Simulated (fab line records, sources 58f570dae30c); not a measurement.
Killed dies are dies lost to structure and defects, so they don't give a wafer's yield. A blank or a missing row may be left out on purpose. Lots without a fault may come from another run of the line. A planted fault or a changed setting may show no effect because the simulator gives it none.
Which tool did it? | flow berkeley_cmos170 | 6 lots, 18 wafers sampled, at 2 steps of a route of 331

WHAT THE GAUGES READ, wafer by wafer
UCB170_V2_THK_MEAS_04.
lot  | measured     | on            | V2_POLISHED_THK (nm)
L882 | day 9 18:22  | film_metro-03 | 998.2 999.0 998.9
L880 | day 9 21:35  | film_metro-04 | 1000.6 998.2 997.9
L886 | day 10 07:14 | film_metro-04 | 999.7 1000.3 1000.1
L889 | day 11 05:43 | film_metro-03 | 1000.1 1000.7 1000.4
L894 | day 11 21:08 | film_metro-04 | 1000.7 998.0 999.6
L899 | day 12 10:26 | film_metro-03 | 1001.4 1002.2 1000.4

WHICH TOOL RAN EACH LOT (tool, then ch and the chambers of the sampled wafers, then the start)
lot  | UCB170_SPACER_ETCHBACK_03
L882 | rie_diel-01 ch 1,2, day 8 20:10
L880 | rie_diel-02 ch 0,1,2, day 8 20:14
L886 | rie_diel-03 ch 2,3, day 9 07:04
L889 | rie_diel-02 ch 0,1,2, day 10 05:08
L894 | rie_diel-01 ch 0,2,3, day 10 22:01
L899 | rie_diel-02 ch 0,1,2, day 11 14:59
- UCB170_SPACER_ETCHBACK_03: etches SiO2 in CHF3/CF4/Ar, stops on Si, target depth 376 nm, time 100 s.

THE ANSWER, worked out from the rows above alone
Rule: what is usual is taken from the lots themselves. Put in order of their means at a reading, lots are off if they are a third of the lots or fewer, leave a main group of 4 or more, and stand apart from it by a gap of 3 or more times the standard deviation of the main group's means; of several such gaps the widest counts. A main group whose means are all the same, to the digits that the tables above print for the reading, isn't used. A lot without any number at a reading at which 4 lots or more have one is off too. The other lots that the step has rows for count as sound.
No lot is off at any reading shown: from this, nothing can be told.

WHAT THE SIMULATOR HAD PUT IN
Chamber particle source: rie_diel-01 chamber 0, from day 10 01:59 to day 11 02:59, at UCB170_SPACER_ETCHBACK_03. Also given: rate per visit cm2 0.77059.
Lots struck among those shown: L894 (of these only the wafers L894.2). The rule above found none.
